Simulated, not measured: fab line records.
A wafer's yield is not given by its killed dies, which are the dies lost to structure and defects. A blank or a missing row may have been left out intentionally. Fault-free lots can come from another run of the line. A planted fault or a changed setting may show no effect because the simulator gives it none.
The tool behind it: which one? | flow ritCmos | 14 lots with 42 wafers sampled at 2 steps, on a route of 202 steps

== WHAT THE GAUGES SHOWED, per wafer ==
RIT_PWELL_TW_MEAS_10.
lot  | measured    | on           | PWELL_TW
L407 | day 2 05:22 | filmMetro-02 | 946 946 951
L408 | day 2 10:55 | filmMetro-04 | 944 936 945
L409 | day 2 13:29 | filmMetro-01 | 957 956 958
L410 | day 2 19:42 | filmMetro-04 | 933 931 937
L411 | day 2 23:41 | filmMetro-01 | 963 961 961
L412 | day 3 05:33 | filmMetro-01 | 967 966 966
L414 | day 3 18:09 | filmMetro-02 | 938 934 937
L416 | day 4 01:04 | filmMetro-02 | 938 943 941
L417 | day 4 05:44 | filmMetro-02 | 944 940 944
L419 | day 4 16:34 | filmMetro-01 | 963 962 963
L421 | day 5 03:15 | filmMetro-01 | 963 964 967
L423 | day 5 13:31 | filmMetro-04 | 1981 1993 1989
L424 | day 5 20:27 | filmMetro-01 | 963 965 964
L427 | day 6 10:01 | filmMetro-01 | 2046 2039 2034

== WHICH TOOL RAN EACH LOT (tool, then ch and the chambers of the sampled wafers, then the start) ==
lot  | RIT_NWELL_COAT_01
L407 | lithoTrack-02 ch 0, day 2 02:09
L408 | lithoTrack-04 ch 0, day 2 06:13
L409 | lithoTrack-04 ch 0, day 2 10:29
L410 | lithoTrack-01 ch 0, day 2 16:33
L411 | lithoTrack-01 ch 0, day 2 20:41
L412 | lithoTrack-01 ch 0, day 3 02:40
L414 | lithoTrack-02 ch 0, day 3 14:58
L416 | lithoTrack-02 ch 0, day 3 22:01
L417 | lithoTrack-04 ch 0, day 4 02:43
L419 | lithoTrack-01 ch 0, day 4 13:33
L421 | lithoTrack-02 ch 0, day 5 00:01
L423 | lithoTrack-04 ch 0, day 5 10:24
L424 | lithoTrack-02 ch 0, day 5 17:16
L427 | lithoTrack-04 ch 0, day 6 07:02
- RIT_NWELL_COAT_01: resist thk 1300 nm.

== WHAT THE TOOLS THEMSELVES READ (means of the sampled wafers that have a number; where no wafer has one, the mark that the record gives instead) ==
The record holds no such reading with a usual standard deviation.

== THE ANSWER, worked out from the rows above alone ==
Rule: the lots themselves supply what counts as usual. Put in order of their means at a reading, lots are off if they are a third of the lots or fewer, leave a main group of 4 or more, and stand apart from it by a gap of 3 or more times the standard deviation of the main group's means; of several such gaps the widest counts. A main group whose means are all the same, to the digits that the tables above print for the reading, isn't used. Also off: a lot with no number at a reading for which 4 or more lots have one. Any other lot the step has rows for is counted as sound. After the gauges, taken in route order, come the tools' own readings; for these a lot's mean is taken, as printed above. The first step at which some lot is off is used, and at that step the reading that is off furthest; a lot without a number counts as furthest.
Off: at RIT_PWELL_TW_MEAS_10 (PWELL_TW), L423, L427. Main group: mean 952, sd 12.
A tool fits if, at a process step before that reading, it ran every lot that is off, and no sound lot after the first of them. The gauges at RIT_PWELL_TW_MEAS_10 are tried like those tools. One candidate fits, namely lithoTrack-04 at RIT_NWELL_COAT_01. A fault onset in the window from L417 (day 4 02:43, its last sound lot) to L423 (day 5 10:24, its first lot off) fits.

== WHAT THE SIMULATOR PUT IN ==
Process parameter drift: lithoTrack-04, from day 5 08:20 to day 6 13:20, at RIT_NWELL_COAT_01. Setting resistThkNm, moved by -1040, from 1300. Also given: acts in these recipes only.
Lots struck among those shown: L423, L427. This agrees with what the rule above found.
